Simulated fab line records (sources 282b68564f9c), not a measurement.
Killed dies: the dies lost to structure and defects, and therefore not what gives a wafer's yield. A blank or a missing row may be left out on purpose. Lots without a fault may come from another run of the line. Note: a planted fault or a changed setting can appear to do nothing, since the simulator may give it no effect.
Problem report in the 8D (eight disciplines) form, filled by code + flow ritCmos + the parts of the form that need people (team, actions taken, sign-off) are left out

1. PROBLEM STATEMENT
Mean FOX1_OXIDE_THK at RIT_FOX1_THK_MEAS_01: 312 nm over 6 wafers in 2 lots; fault-free wafers: 348 nm, standard deviation 7.3. Measured from the usual mean, that is -4.9 standard deviations.
First seen on wafer L303.3, day 2 18:19, on filmMetro-01. The record has a number at this step for 42 wafers belonging to 14 lots. Rule for "out", or "out of limits": more than 4 standard deviations from the usual mean. Any other wafer with a number is counted as sound.

2. WHAT IT IS AND WHAT IT IS NOT
| question                    | is                         | is not                                                                                                                    |
|-----------------------------|----------------------------|---------------------------------------------------------------------------------------------------------------------------|
| which readings at this step | FOX1_OXIDE_THK             | -                                                                                                                         |
| which lots                  | L303, L304                 | L298, L299, L310, L311, L314, L315, L316, L317, L318, L319, L320, L321                                                    |
| which wafers of those lots  | all that have a number     | -                                                                                                                         |
| read on which gauges        | filmMetro-01, filmMetro-04 | filmMetro-03                                                                                                              |
| when                        | from day 2 18:19           | up to then (6 sound wafers); but 30 sound wafers of L310, L311, L314, L315, L316, L317, L318, L319, L320, L321 came after |

3. SUSPECTS, AND WHAT RULES EACH OUT
Counting: a tool at any process step up to the reading remains a suspect when it ran all the lots that are out and ran no sound lot after the first of those.
- the gauge at RIT_FOX1_THK_MEAS_01 has been ruled out. 2 gauges (filmMetro-01, filmMetro-04) read the wafers that are out.
- furnace-02 at RIT_FOX1_OXIDATION_00 (target thk 350.7 nm, ox time 1130 s): ruled out as a lasting fault. After its first lot that is out, L303 (day 2 16:59), sound lots L321 ran on it.
Left after counting: nothing in the record.

4. THE CAUSE (what the simulator had put in)
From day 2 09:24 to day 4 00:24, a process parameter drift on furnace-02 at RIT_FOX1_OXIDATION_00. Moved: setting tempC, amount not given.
Counting ruled it out, wrongly: the rule takes a fault to strike every lot that its tool runs from its start on, and this one did not.

5. THE EFFECT CHAIN, in route order
Rows list readings where the struck wafers' mean (over those with a number) sits beyond 3 standard deviations from the usual. Only readings for which the record gives a usual standard deviation are gone through. hours: the time from each lot's start at the first step in this table that gives one to its start at this step, as a median over the lots. sigmas: the change in usual standard deviations.
| hours | step                  | reading                | usual    | on struck wafers | change | sigmas      |
|-------|-----------------------|------------------------|----------|------------------|--------|-------------|
| 0     | RIT_FOX1_OXIDATION_00 | spikeTcCentreC         | 1101.8 C | 1084.0           | -17.8  | -12         |
| 0     | RIT_FOX1_OXIDATION_00 | spikeTcLoadC           | 1128 C   | 1109             | -19    | -3.0        |
| 0     | RIT_FOX1_OXIDATION_00 | spikeTcSourceC         | 1126.1 C | 1112.7           | -13.4  | -6.7        |
| 0     | RIT_FOX1_OXIDATION_00 | tubeCenterTempC        | 1100 C   | 1084             | -16    | -99 or more |
| 0     | RIT_FOX1_OXIDATION_00 | tube_center_temp_C_max | 1102.7   | 1086.7           | -16.0  | -43         |
| 1     | RIT_FOX1_THK_MEAS_01  | FOX1_OXIDE_THK         | 348 nm   | 312              | -36    | -4.9        |
The process steps in it:
- RIT_FOX1_OXIDATION_00: target thk 350.7 nm, ox time 1130 s.

6. HOW IT WOULD HAVE BEEN CAUGHT EARLIER
Counted from the fault's start at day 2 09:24, it took 9 hours until the first out-of-limits reading at a measuring or inspecting step in this record, taken at day 2 18:19.
Tool's own readings at RIT_FOX1_OXIDATION_00, spikeTcCentreC, spikeTcSourceC, tubeCenterTempC, tube_center_temp_C_max: out on all struck wafers the step has rows for; an alarm limit on them would have tripped on the first.
